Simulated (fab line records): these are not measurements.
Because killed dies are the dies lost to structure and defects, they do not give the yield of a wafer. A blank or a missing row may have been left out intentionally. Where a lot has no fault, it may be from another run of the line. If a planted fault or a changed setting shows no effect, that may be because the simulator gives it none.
A lot that was struck, set against a sound lot :: flow berkeley_cmos170 :: 14 steps out of a route of 331
Sound: the wafers L809.1, L809.3, L809.4. Wafers L819.2, L819.4, L819.5 were the ones struck. The cause is given at the end.
For every step that has rows: the tool of each side, followed by ch and its chambers, followed by its first start. Under that, the readings that differ: sound wafers :: struck wafers :: difference of the means :: sigmas: that difference in standard deviations of wafers without a fault.
alike: readings whose means differ by less than 2 such deviations, and words and numbers that are the same on both sides. not compared: withheld readings, readings that some wafer has no value for, bounds like >300 that may hide the same value, and numbers for which the record gives no deviation and whose values overlap.
Wherever a step has rows on one side only, a row that says differs or no value, or a row with sigmas, the two part there. When numbers do not overlap yet have no deviation, they are printed without sigmas and do not part them. Lack of a reading on every wafer of one side parts them only where that side has two or more wafers.

first, 2 steps without rows for these wafers: UCB170_FIELD_CLEAN_00 (cleans in dHF, time 7.5 s); UCB170_FIELD_OXIDATION_01 (target thk 558.3 nm, ox time 7200 s).
UCB170_FIELD_THK_MEAS_02:
  sound on film_metro-04, day 5 12:47; struck on film_metro-03, day 7 11:52
  alike: FIELD_OXIDE_THK
then, 4 steps without rows for these wafers: UCB170_FIELD_ANNEAL_03 (time 1200 s); UCB170_FIELD_WET_ETCH_04 (etches SiO2 in dHF, time 60 s); UCB170_FIELD_WET_ETCH_05 (etches Si3N4 in H3PO4, time 12600 s); UCB170_FIELD_WET_ETCH_06 (etches SiO2 in BOE, time 22 s).
UCB170_FIELD_THK_MEAS_90:
  sound on film_metro-03, day 6 00:55; struck on film_metro-03, day 7 23:32
  alike: FIELD_OXIDE_LEFT_1_THK
then, 2 steps without rows for these wafers: UCB170_SACOX_CLEAN_00 (cleans in dHF, time 7.5 s); UCB170_SACOX_OXIDATION_01 (target thk 14.4 nm, ox time 2400 s).
UCB170_SACOX_THK_MEAS_02:
  sound on film_metro-01, day 6 07:01; struck on film_metro-03, day 8 03:15
  alike: SACOX_OXIDE_THK
then, 1 step without rows for these wafers: UCB170_SCREENOX_WET_ETCH_00 (etches SiO2 in dHF, time 200 s).
UCB170_SCREENOX_OXIDATION_01: target thk 14.4 nm, ox time 2400 s.
  struck on furnace-04, day 8 07:47; sound on furnace-01 ch 0, day 6 10:55
  no value came back on the struck wafers for ox_temp_c (C), ox_temp_c_max, tube_center_temp_C_max; on the sound wafers ox_temp_c (C) reads 899.6 899.5 899.6
then, 1 step without rows for these wafers: UCB170_SCREENOX_ANNEAL_03 (time 900 s).

## WHERE THEY PART
Only at UCB170_SCREENOX_OXIDATION_01, within this record.

WHY: the cause the simulator had injected
Skipped step whole: furnace-04, from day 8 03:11 on, at UCB170_SCREENOX_OXIDATION_01. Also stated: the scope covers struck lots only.
